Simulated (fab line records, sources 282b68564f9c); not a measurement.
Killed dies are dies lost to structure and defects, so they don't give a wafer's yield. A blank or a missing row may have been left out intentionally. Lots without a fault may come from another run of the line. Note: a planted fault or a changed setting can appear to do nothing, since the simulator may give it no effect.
A lot that was struck, set against a sound lot	flow ritCmos	15 steps out of a route of 202
Sound: these wafers, L955.3, L955.4, L955.5. Wafers struck: L953.3, L953.5, L953.6. Last of all comes the cause.
Order at every step that has rows: each side's tool, ch and its chambers, its first start. Under that, the readings that differ: sound wafers	struck wafers	difference of the means	sigmas: that difference in standard deviations of wafers without a fault.
alike: a reading whose means differ by less than 2 such deviations, as well as words and numbers matching on both sides. not compared: withheld readings; readings where some wafer has no value; bounds like >300 that might hide an equal value; numbers whose values overlap and for which the record gives no deviation.
The two part at a step that has a row with sigmas, a row that says differs or no value, or rows on one side only. Non-overlapping numbers with no deviation appear without sigmas and do not part them. A reading missing from all wafers of one side parts the sides only when that side holds two or more wafers.

first, 1 step without rows for these wafers: RIT_NLDD_IMPLANT_08.
RIT_NLDD_STRIP_09: strips in O2, time 180 s.
  sound on plasmaAsher-01 ch 0,1, day 5 05:57; struck on plasmaAsher-02 ch 0,1, day 4 20:06
  alike: chamberPressureMTorr, drypumpMotorCurrentA
  not compared: rfHoursCounterH
RIT_NLDD_TW_MEAS_10:
  sound on filmMetro-03, day 5 06:05; struck on filmMetro-02, day 4 20:14
  alike: NLDD_TW
then, 6 steps without rows for these wafers: RIT_PLDD_HMDS_00 (prime time 60 s); RIT_PLDD_COAT_01 (resist thk 1000 nm); RIT_PLDD_SOFTBAKE_02 (time 60 s); RIT_PLDD_EXPOSE_03 (exposes mask M8, target cd 40900 nm); RIT_PLDD_PEB_04; RIT_PLDD_DEVELOP_05 (develop time 50 s).
RIT_PLDD_OVL_MEAS_06:
  sound on overlay-01, day 5 07:19; struck on overlay-01, day 4 21:08
  alike: PLDD_OVL
then, 2 steps without rows for these wafers: RIT_PLDD_HARDBAKE_07 (time 60 s); RIT_PLDD_IMPLANT_08.
RIT_PLDD_STRIP_09: strips in O2, time 180 s.
  sound on plasmaAsher-02 ch 0,1, day 5 07:41; struck on plasmaAsher-02 ch 0,1, day 4 21:31
  no value came back on the struck wafers for chamberPressureMTorr (mTorr), drypumpMotorCurrentA (A); on the sound wafers chamberPressureMTorr (mTorr) reads 4001 4001 4004
reading	sound	struck	difference	sigmas
model.NOVOLAK_of_PLDD_COAT_01.thkNm (nm)	0 0 0	881.9 884.3 882.1	+882.8	
  not compared: rfHoursCounterH
RIT_PLDD_TW_MEAS_10:
  sound on filmMetro-03, day 5 07:50; struck on filmMetro-01, day 4 21:40
reading	sound	struck	difference	sigmas
PLDD_TW	2325 2327 2333	2387 2377 2377	+52	+2
RIT_M1_PROBE_99:
  the record has rows for the struck wafers here (prober-02, day 5 11:28) and none for the sound ones

## WHERE THEY PART
Earliest at RIT_PLDD_STRIP_09; latest, in this record, at RIT_M1_PROBE_99.

WHY: whatever the simulator had introduced
Beginning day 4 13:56, the whole step at RIT_PLDD_STRIP_09 was skipped on plasmaAsher-02. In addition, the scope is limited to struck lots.
